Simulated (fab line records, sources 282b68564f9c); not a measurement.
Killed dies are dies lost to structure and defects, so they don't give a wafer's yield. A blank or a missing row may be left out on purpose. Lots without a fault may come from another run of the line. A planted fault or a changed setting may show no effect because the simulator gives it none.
Tool commonality check | flow rit_cmos | 14 lots, 42 wafers sampled

WHY IT WAS OPENED
At RIT_NLDD_TW_MEAS_10 the reading NLDD_TW is flagged on 2 of 14 lots. Wafers without a fault read 2502, standard deviation 27.
Rule: a lot is flagged when every wafer of it that has a number lies more than 4 standard deviations from that mean, or none has a number. The other lots count as sound.

lot  | measured    | on            | NLDD_TW, wafer by wafer | flag
L824 | day 3 05:25 | film_metro-03 | 2504 2500 2498          |
L825 | day 3 18:26 | film_metro-02 | 2521 2521 2514          |
L826 | day 4 06:55 | film_metro-02 | 2523 2507 2502          |
L827 | day 4 10:41 | film_metro-01 | 2465 2456 2459          |
L828 | day 4 13:31 | film_metro-03 | 2521 2530 2528          |
L830 | day 4 19:34 | film_metro-03 | 2519 2525 2526          |
L831 | day 5 13:26 | film_metro-01 | 2632 2647 2628          | FLAGGED
L832 | day 5 13:41 | film_metro-01 | 2485 2459 2469          |
L835 | day 5 21:07 | film_metro-02 | 2706 2698 2695          | FLAGGED
L840 | day 6 17:15 | film_metro-02 | 2536 2528 2527          |
L842 | day 6 21:37 | film_metro-03 | 2512 2513 2511          |
L844 | day 7 05:20 | film_metro-02 | 2521 2509 2515          |
L846 | day 7 11:21 | film_metro-02 | 2499 2515 2520          |
L847 | day 7 18:54 | film_metro-03 | 2474 2478 2469          |
The numbers of the flagged lots are 2668 on average: +166 against the usual, or +6 standard deviations.

WHICH TOOL RAN EACH LOT
The record holds 1 process step before the reading, out of a route of 202 steps. In each cell: the tool, then ch and the chambers that the sampled wafers went through, then the start.
lot  | flag    | RIT_NLDD_IMPLANT_08
L824 |         | implanter-02 ch 0, day 3 05:07
L825 |         | implanter-01 ch 0, day 3 18:08
L826 |         | implanter-01 ch 0, day 4 06:38
L827 |         | implanter-02 ch 0, day 4 10:22
L828 |         | implanter-02 ch 0, day 4 13:11
L830 |         | implanter-02 ch 0, day 4 19:17
L831 | FLAGGED | implanter-02 ch 0, day 5 13:07
L832 |         | implanter-01 ch 0, day 5 13:22
L835 | FLAGGED | implanter-02 ch 0, day 5 20:49
L840 |         | implanter-01 ch 0, day 6 16:55
L842 |         | implanter-01 ch 0, day 6 21:17
L844 |         | implanter-01 ch 0, day 7 05:01
L846 |         | implanter-01 ch 0, day 7 11:02
L847 |         | implanter-01 ch 0, day 7 18:34
What these steps do:
- RIT_NLDD_IMPLANT_08
- RIT_NLDD_TW_MEAS_10

FLAGGED OVER TOTAL, TOOL BY TOOL (the gauges that took the reading come last)
step                | tool          | lots run | flagged | share of the flagged lots | sound lots run after its first flagged lot
RIT_NLDD_IMPLANT_08 | implanter-01  | 8        | 0       | none                      | -
RIT_NLDD_IMPLANT_08 | implanter-02  | 6        | 2       | all                       | 0
RIT_NLDD_TW_MEAS_10 | film_metro-01 | 3        | 1       | some                      | 1 (L832)
RIT_NLDD_TW_MEAS_10 | film_metro-02 | 6        | 1       | some                      | 3 (L840,L844,L846)
RIT_NLDD_TW_MEAS_10 | film_metro-03 | 5        | 0       | none                      | -

WHAT THE TABLE ALLOWS
1 row of the table ran every flagged lot: implanter-02 at RIT_NLDD_IMPLANT_08.
- implanter-02 at RIT_NLDD_IMPLANT_08: 2 of its 6 lots flagged. Its last sound lot is L830 (day 4 19:17), its first flagged lot L831 (day 5 13:07): a fault that began between those two fits. Its own readings lie more than 4 standard deviations out on every wafer of the flagged lots: dose_ions_cm2, faraday_current_uA.
One tool is left: implanter-02 at RIT_NLDD_IMPLANT_08.

WHAT THE SIMULATOR HAD PUT IN
Process parameter drift: implanter-02, from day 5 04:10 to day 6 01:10, at RIT_NLDD_IMPLANT_08. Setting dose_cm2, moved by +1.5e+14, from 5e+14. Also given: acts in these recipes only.
Lots struck among those shown: L831, L835. The rule above found the same.
